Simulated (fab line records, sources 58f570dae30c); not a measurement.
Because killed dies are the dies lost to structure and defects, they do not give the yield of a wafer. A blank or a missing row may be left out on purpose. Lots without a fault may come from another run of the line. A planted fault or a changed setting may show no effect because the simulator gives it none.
Split-lot experiment ; flow berkeley_cmos170 ; 23 wafers read across 5 lots, on a route 331 steps long

== ABOUT THE SPLIT ==
At UCB170_SILICIDE_SPUTTER_01 (material Ti, target thk 30 nm, time 25 s), the setting chamber_pressure_pa was moved away from the recipe's 0.5 Pa on 15 of the 23 wafers read, by -10.6% to +11.6%. This setting was run at the recipe's value on the other wafers.

The split's own step is where the reading is taken.

== THE READING ==
Ti_of_SILICIDE_SPUTTER_01.thk_nm (the simulator's own value, which no gauge read), in nm, at UCB170_SILICIDE_SPUTTER_01 (material Ti, target thk 30 nm, time 25 s). The file does not state a usual value for it. Across the 8 wafers here that went through the recipe, the average is 30.09 nm and the standard deviation 0.17 nm.

wafer;tool, chamber at the split;chamber_pressure_pa as run, Pa;against the recipe;Ti_of_SILICIDE_SPUTTER_01.thk_nm, nm;against lot-mates on the recipe
L074.1;pvd_sputter-01, -;0.4598;-8.0%;30.74;no lot-mate on the recipe
L074.2;pvd_sputter-01, -;0.4598;-8.0%;30.8;no lot-mate on the recipe
L074.3;pvd_sputter-01, -;0.4598;-8.0%;30.77;no lot-mate on the recipe
L074.4;pvd_sputter-01, -;0.4598;-8.0%;30.84;no lot-mate on the recipe
L074.6;pvd_sputter-01, -;0.4598;-8.0%;30.44;no lot-mate on the recipe
L075.1;pvd_sputter-04, -;0.4468;-10.6%;30.55;no lot-mate on the recipe
L075.2;pvd_sputter-04, -;0.4468;-10.6%;30.48;no lot-mate on the recipe
L075.3;pvd_sputter-04, -;0.4468;-10.6%;30.57;no lot-mate on the recipe
L075.4;pvd_sputter-04, -;0.4468;-10.6%;30.6;no lot-mate on the recipe
L075.6;pvd_sputter-04, -;0.4468;-10.6%;30.59;no lot-mate on the recipe
L077.1;pvd_sputter-04, -;0.5;recipe;30.21;-
L077.2;pvd_sputter-04, -;0.5;recipe;29.85;-
L077.3;pvd_sputter-04, -;0.5;recipe;30.01;-
L077.5;pvd_sputter-04, -;0.5;recipe;30.02;-
L077.6;pvd_sputter-04, -;0.5;recipe;30.16;-
L083.2;pvd_sputter-03, -;0.5;recipe;30.16;-
L083.4;pvd_sputter-03, -;0.5;recipe;29.9;-
L083.6;pvd_sputter-03, -;0.5;recipe;30.39;-
L082.1;pvd_sputter-04, -;0.5581;+11.6%;29.27;no lot-mate on the recipe
L082.2;pvd_sputter-04, -;0.5581;+11.6%;29.93;no lot-mate on the recipe
L082.3;pvd_sputter-04, -;0.5581;+11.6%;29.69;no lot-mate on the recipe
L082.4;pvd_sputter-04, -;0.5581;+11.6%;29.52;no lot-mate on the recipe
L082.6;pvd_sputter-04, -;0.5581;+11.6%;29.41;no lot-mate on the recipe

THE FIT
A straight line over all 23 wafers: Ti_of_SILICIDE_SPUTTER_01.thk_nm changes by -0.0506 nm for each +1% of chamber_pressure_pa; r = -0.91; the points scatter about the line by 0.2 nm.
Too few moved wafers with a lot-mate on the recipe to fit a line net of each lot's own level.

== THE FILE'S OWN FIT ==
Ti_of_SILICIDE_SPUTTER_01.thk_nm changes by -0.0506 nm for each +1% of chamber_pressure_pa, r = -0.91.
